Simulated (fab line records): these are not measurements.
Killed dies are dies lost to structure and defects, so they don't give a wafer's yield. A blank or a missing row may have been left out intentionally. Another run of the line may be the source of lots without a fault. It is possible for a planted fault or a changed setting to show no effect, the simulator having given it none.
What tool caused it? :: flow rit-cmos :: 14 lots with 42 wafers sampled at 2 steps, on a route of 202 steps

== WHAT THE GAUGES READ, wafer by wafer ==
RIT_NRETRO_TW_MEAS_10.
lot: L736
measured: day 2 16:57
on: film-metro-01
NRETRO_TW: 1046 1040 1046

lot: L737
measured: day 2 19:34
on: film-metro-01
NRETRO_TW: 1039 1040 1039

lot: L738
measured: day 2 23:02
on: film-metro-01
NRETRO_TW: 1047 1047 1051

lot: L739
measured: day 3 07:14
on: film-metro-01
NRETRO_TW: 1054 1050 1046

lot: L740
measured: day 3 12:16
on: film-metro-02
NRETRO_TW: 1067 1068 1061

lot: L742
measured: day 4 02:48
on: film-metro-02
NRETRO_TW: 1049 1048 1051

lot: L743
measured: day 4 06:52
on: film-metro-02
NRETRO_TW: 1051 1053 1047

lot: L744
measured: day 4 10:31
on: film-metro-02
NRETRO_TW: 1054 1052 1043

lot: L746
measured: day 4 18:28
on: film-metro-02
NRETRO_TW: 1052 1046 1048

lot: L748
measured: day 5 01:15
on: film-metro-01
NRETRO_TW: 1069 1072 1077

lot: L752
measured: day 6 03:13
on: film-metro-01
NRETRO_TW: 1080 1078 1080

lot: L756
measured: day 7 01:45
on: film-metro-03
NRETRO_TW: 1060 1062 1057

lot: L757
measured: day 7 07:04
on: film-metro-02
NRETRO_TW: 1058 1056 1054

lot: L758
measured: day 7 15:47
on: film-metro-02
NRETRO_TW: 1054 1058 1053

== TOOL THAT RAN EACH LOT (tool first, then ch and the chambers of the sampled wafers, then the start) ==
lot: L736
RIT_NRETRO_IMPLANT_08: implanter-02 ch 0, day 2 16:38

lot: L737
RIT_NRETRO_IMPLANT_08: implanter-01 ch 0, day 2 19:16

lot: L738
RIT_NRETRO_IMPLANT_08: implanter-01 ch 0, day 2 22:44

lot: L739
RIT_NRETRO_IMPLANT_08: implanter-04 ch 0, day 3 06:56

lot: L740
RIT_NRETRO_IMPLANT_08: implanter-02 ch 0, day 3 11:56

lot: L742
RIT_NRETRO_IMPLANT_08: implanter-02 ch 0, day 4 02:29

lot: L743
RIT_NRETRO_IMPLANT_08: implanter-04 ch 0, day 4 06:32

lot: L744
RIT_NRETRO_IMPLANT_08: implanter-01 ch 0, day 4 10:11

lot: L746
RIT_NRETRO_IMPLANT_08: implanter-02 ch 0, day 4 18:10

lot: L748
RIT_NRETRO_IMPLANT_08: implanter-04 ch 0, day 5 00:56

lot: L752
RIT_NRETRO_IMPLANT_08: implanter-04 ch 0, day 6 02:54

lot: L756
RIT_NRETRO_IMPLANT_08: implanter-01 ch 0, day 7 01:28

lot: L757
RIT_NRETRO_IMPLANT_08: implanter-01 ch 0, day 7 06:46

lot: L758
RIT_NRETRO_IMPLANT_08: implanter-02 ch 0, day 7 15:28
- RIT_NRETRO_IMPLANT_08

== AS READ BY THE TOOLS THEMSELVES (means over the sampled wafers that have a number; for cases with no such wafer, the mark the record gives instead) ==
RIT_NRETRO_IMPLANT_08.
lot: L736
tool: implanter-02
beam-energy-keV: 70.032

lot: L737
tool: implanter-01
beam-energy-keV: 70.010

lot: L738
tool: implanter-01
beam-energy-keV: 70.017

lot: L739
tool: implanter-04
beam-energy-keV: 69.976

lot: L740
tool: implanter-02
beam-energy-keV: 69.996

lot: L742
tool: implanter-02
beam-energy-keV: 69.996

lot: L743
tool: implanter-04
beam-energy-keV: 70.012

lot: L744
tool: implanter-01
beam-energy-keV: 69.994

lot: L746
tool: implanter-02
beam-energy-keV: 69.990

lot: L748
tool: implanter-04
beam-energy-keV: 79.094

lot: L752
tool: implanter-04
beam-energy-keV: 79.089

lot: L756
tool: implanter-01
beam-energy-keV: 70.001

lot: L757
tool: implanter-01
beam-energy-keV: 70.040

lot: L758
tool: implanter-02
beam-energy-keV: 69.996

== THE ANSWER, worked out from the rows above alone ==
Rule: the lots themselves supply what counts as usual. The widest of any qualifying gaps counts: lots, ordered by their means at a reading, are off when they make up no more than a third of the lots, leave a main group of 4 or more, and stand apart from it by 3 or more times the standard deviation of that group's means. The tables above print the reading to a certain number of digits; a main group whose means all agree to those digits is not used. A lot without any number at a reading at which 4 lots or more have one is off too. The other lots that the step has rows for count as sound. The gauges are gone through in route order, then the tools' own readings, and for those a lot's mean is taken as printed above. At the first step where some lot is off, the reading lying furthest off is the one used; lots without a number count as furthest.
Off: L748, L752 (RIT_NRETRO_IMPLANT_08, beam-energy-keV). The main group: mean 70.005, standard deviation 0.017.
If a tool, at that step or one of the process steps before it, ran each lot that is off and ran no sound lot following the first of them, it fits. One fits: implanter-04 at RIT_NRETRO_IMPLANT_08. A fault onset in the window from L743 (day 4 06:32, its last sound lot) to L748 (day 5 00:56, its first lot off) fits.
The tool's own readings at RIT_NRETRO_IMPLANT_08 bear it out: on the lots that are off they differ by more than 5 times the standard deviation of the sound lots' means. beam-energy-keV reads 79.091 there against 70.005 on the sound lots.

== WHAT WAS PUT IN BY THE SIMULATOR ==
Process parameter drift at RIT_NRETRO_IMPLANT_08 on implanter-04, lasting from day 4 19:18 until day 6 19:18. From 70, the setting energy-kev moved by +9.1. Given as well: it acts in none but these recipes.
Struck lots among those shown: L748, L752. This agrees with what the rule above found.
